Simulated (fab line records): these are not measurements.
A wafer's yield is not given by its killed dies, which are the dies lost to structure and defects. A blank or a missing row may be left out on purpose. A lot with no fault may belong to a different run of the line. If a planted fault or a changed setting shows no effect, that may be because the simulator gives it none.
Lot-split experiment	flow ritCmos	on a route of 202 steps: 5 lots, 23 wafers read

## THE SPLIT
At RIT_ACTIVE_COAT_06 (resist thk 1000 nm), the setting spinRpm was moved away from the recipe's 3250 rpm on 8 of the 23 wafers read, by -6.7% to +4.8%. The other wafers ran this setting at the recipe's value.

## FROM THE SPLIT TO THE READING: what the file shows between them, 5 steps
- RIT_ACTIVE_EXPOSE_08: exposes mask M1, target cd 1400 nm (also split here: doseMj)
- RIT_ACTIVE_PEB_09
- RIT_ACTIVE_DEVELOP_10: develop time 50 s
- RIT_ACTIVE_CD_MEAS_11: target cd 1400 nm
- RIT_ACTIVE_HARDBAKE_12: time 60 s

## THE READING
NOVOLAK_of_ACTIVE_COAT_06.thkNm (the simulator's own value, which no gauge read), in nm, at RIT_ACTIVE_ETCH_13 (etches Si3N4 in SF6, stops on SiO2, time 210 s, target depth 210 nm). No usual value for it is given in the file. The 15 wafers here that ran the recipe average 653.0 nm, standard deviation 7 nm.

wafer	tool, chamber at the split	spinRpm as run, rpm	against the recipe	NOVOLAK_of_ACTIVE_COAT_06.thkNm, nm	against lot-mates on the recipe
L076.1	lithoTrack-01, 0	3250	recipe	656.4	-
L076.2	lithoTrack-01, 0	3250	recipe	653.1	-
L076.3	lithoTrack-01, 0	3148	-3.1%	681.9	+26.0
L076.4	lithoTrack-01, 0	3250	recipe	658.1	-
L076.6	lithoTrack-01, 0	3148	-3.1%	670.7	+14.8
L078.2	lithoTrack-04, 0	3250	recipe	654.9	-
L078.3	lithoTrack-04, 0	3250	recipe	659.1	-
L078.4	lithoTrack-04, 0	3250	recipe	659.9	-
L079.1	lithoTrack-03, 0	3405	+4.8%	623.5	-26.9
L079.2	lithoTrack-03, 0	3250	recipe	661.8	-
L079.3	lithoTrack-03, 0	3250	recipe	642	-
L079.5	lithoTrack-03, 0	3405	+4.8%	642.6	-7.8
L079.6	lithoTrack-03, 0	3250	recipe	647.3	-
L084.2	lithoTrack-01, 0	3031	-6.7%	682.6	+27.6
L084.3	lithoTrack-01, 0	3250	recipe	664.6	-
L084.4	lithoTrack-01, 0	3250	recipe	650.9	-
L084.5	lithoTrack-01, 0	3250	recipe	649.5	-
L084.6	lithoTrack-01, 0	3031	-6.7%	695.3	+40.3
L085.2	lithoTrack-04, 0	3250	recipe	652.1	-
L085.3	lithoTrack-04, 0	3403	+4.7%	621.9	-23.7
L085.4	lithoTrack-04, 0	3250	recipe	642.8	-
L085.5	lithoTrack-04, 0	3403	+4.7%	627.5	-18.1
L085.6	lithoTrack-04, 0	3250	recipe	642	-

THE FIT
A straight line over all 23 wafers: NOVOLAK_of_ACTIVE_COAT_06.thkNm changes by -5.43 nm for each +1% of spinRpm; r = -0.91; the points scatter about the line by 7.6 nm.
The same after taking each lot's own level away (the mean of its wafers on the recipe; 23 wafers): -4.73 nm for each +1%; r = -0.91; scatter 6.5 nm.
The reading moves by 32 nm for the largest change in spinRpm, on that fit.
Measured against the standard deviation above, the lots' own levels, which go from 645.63 to 657.97 nm, span 1.8 times it.
In other words, the slope is changed by the lot-to-lot level; the two fits disagree.
Check: +35.1 nm against its lot-mates is what the line predicts for one of the wafers moved furthest among these (-6.7%) when that wafer is left out of the fit. It came out at +27.6 nm against them.

## THE OTHER SPLITS THESE WAFERS WENT THROUGH
These wafers also went through other splits before the reading. Each is held against what the fit with the lots' levels taken away leaves over:
other split on the same wafers	wafers away from the commonest value	r with NOVOLAK_of_ACTIVE_COAT_06.thkNm (lot level and that fit taken away)
RIT_ACTIVE_EXPOSE_08 doseMj	10	+0.03

## THE WHOLE CHAIN: every reading that the file lists as answering this split, in the file's order
step	what it does	reading	change (the file's fit)	r (the file's)
RIT_ACTIVE_COAT_06	resist thk 1000 nm	NOVOLAK_of_ACTIVE_COAT_06.thkNm (the simulator's own value, which no gauge read)	-5.11 nm for each +1% of the setting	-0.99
RIT_ACTIVE_HARDBAKE_12	time 60 s	NOVOLAK_of_ACTIVE_COAT_06.thkNm (the simulator's own value, which no gauge read)	-4.47 nm for each +1% of the setting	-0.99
RIT_ACTIVE_ETCH_13	etches Si3N4 in SF6, stops on SiO2, time 210 s, target depth 210 nm	NOVOLAK_of_ACTIVE_COAT_06.thkNm (the simulator's own value, which no gauge read)	-4.73 nm for each +1% of the setting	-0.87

## THE FILE'S OWN FIT
NOVOLAK_of_ACTIVE_COAT_06.thkNm changes by -4.73 nm for each +1% of spinRpm, r = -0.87.
